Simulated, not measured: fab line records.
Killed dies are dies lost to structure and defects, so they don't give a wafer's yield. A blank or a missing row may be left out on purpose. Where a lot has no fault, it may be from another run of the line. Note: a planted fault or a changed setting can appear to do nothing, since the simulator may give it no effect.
Problem report in the 8D (eight disciplines) form, filled by code :: flow berkeley cmos170 :: the parts of the form that need people (team, actions taken, sign-off) are left out

== 1. WHAT IS WRONG ==
chamber pressure mTorr at UCB170_M3_METAL_ETCH_18 reads a mean of 9.597 mTorr on 3 wafers of 2 lots; wafers without a fault read 12.000 mTorr with a standard deviation of 0.011. So: -99 or more standard deviations from the usual mean.
The step: etches Al in Cl2/BCl3, stops on SiO2, target depth 1170 nm, time 195 s.
First seen on wafer L266.1, day 10 22:01, on rie metal-02. The record holds 18 wafers of 6 lots with a number at this step. Rule for "out" (also "out of limits"): further than 4 standard deviations from the usual mean. All remaining wafers that have a number are taken as sound.

== 2. WHAT IT IS, AND WHAT IT ISN'T ==
question: which readings at this step
is: chamber pressure mTorr
is not: drypump motor current A, oes product au, throttle valve pct

question: which lots
is: L266, L270
is not: L262, L278, L282, L283

question: which wafers of those lots
is: L266.1, L266.6, L270.4
is not: L266.3, L270.3, L270.6

question: read on which tools
is: rie metal-02
is not: rie metal-01

question: when
is: from day 10 22:01
is not: up to then (4 sound wafers); but 11 sound wafers of L270, L278, L282, L283 came after

== 3. SUSPECTS, AND WHAT RULES EACH OUT ==
Counting: a tool at a process step up to the reading stays a suspect if it ran every lot that is out. Sound lots after the first of them don't rule it out here, since some wafers of a struck lot are sound.
- rie diel-02 at UCB170_M3_ETCH_17 (etches BARC in N2/H2): kept. Ran every lot that is out, first one L266 (day 10 21:59); last sound lot up to then L262 (day 9 22:13).
- rie metal-02 at UCB170_M3_METAL_ETCH_18 (etches Al in Cl2/BCl3, stops on SiO2, target depth 1170 nm, time 195 s): kept. It ran every lot that is out, first L266 (day 10 22:01). Its own readings are out on those wafers: chamber pressure mTorr.
- Within rie metal-02 at UCB170_M3_METAL_ETCH_18, the wafers that are out were processed in chamber 1 and their sound lot-mates in chamber 0.
Left after counting: rie diel-02 at UCB170_M3_ETCH_17, rie metal-02 at UCB170_M3_METAL_ETCH_18.

== 4. THE CAUSE (what the simulator had put in) ==
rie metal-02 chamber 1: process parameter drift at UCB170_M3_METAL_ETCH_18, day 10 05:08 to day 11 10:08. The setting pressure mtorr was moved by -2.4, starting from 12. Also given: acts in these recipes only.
2 suspects survive the count, and this tool is in that group.

== 5. SEQUENCE OF EFFECTS, ordered by route ==
Each row: a reading whose mean over the struck wafers that have a number lies more than 3 standard deviations from the usual. Only readings whose record carries a usual standard deviation are examined. hours: median over the lots of the time between each lot's start at the first step of this table that gives one and its start at this step. sigmas: the change, counted in usual standard deviations.
hours: 0
step: UCB170_M3_METAL_ETCH_18
reading: chamber pressure mTorr
usual: 12.000 mTorr
on struck wafers: 9.597
change: -2.403
sigmas: -99 or more
Process steps it contains:
- UCB170_M3_METAL_ETCH_18: etches Al in Cl2/BCl3, stops on SiO2, target depth 1170 nm, time 195 s.

== 6. HOW IT WOULD HAVE BEEN CAUGHT EARLIER ==
First out-of-limits reading in this record: day 10 22:01, which is 17 hours after fault onset at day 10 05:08.
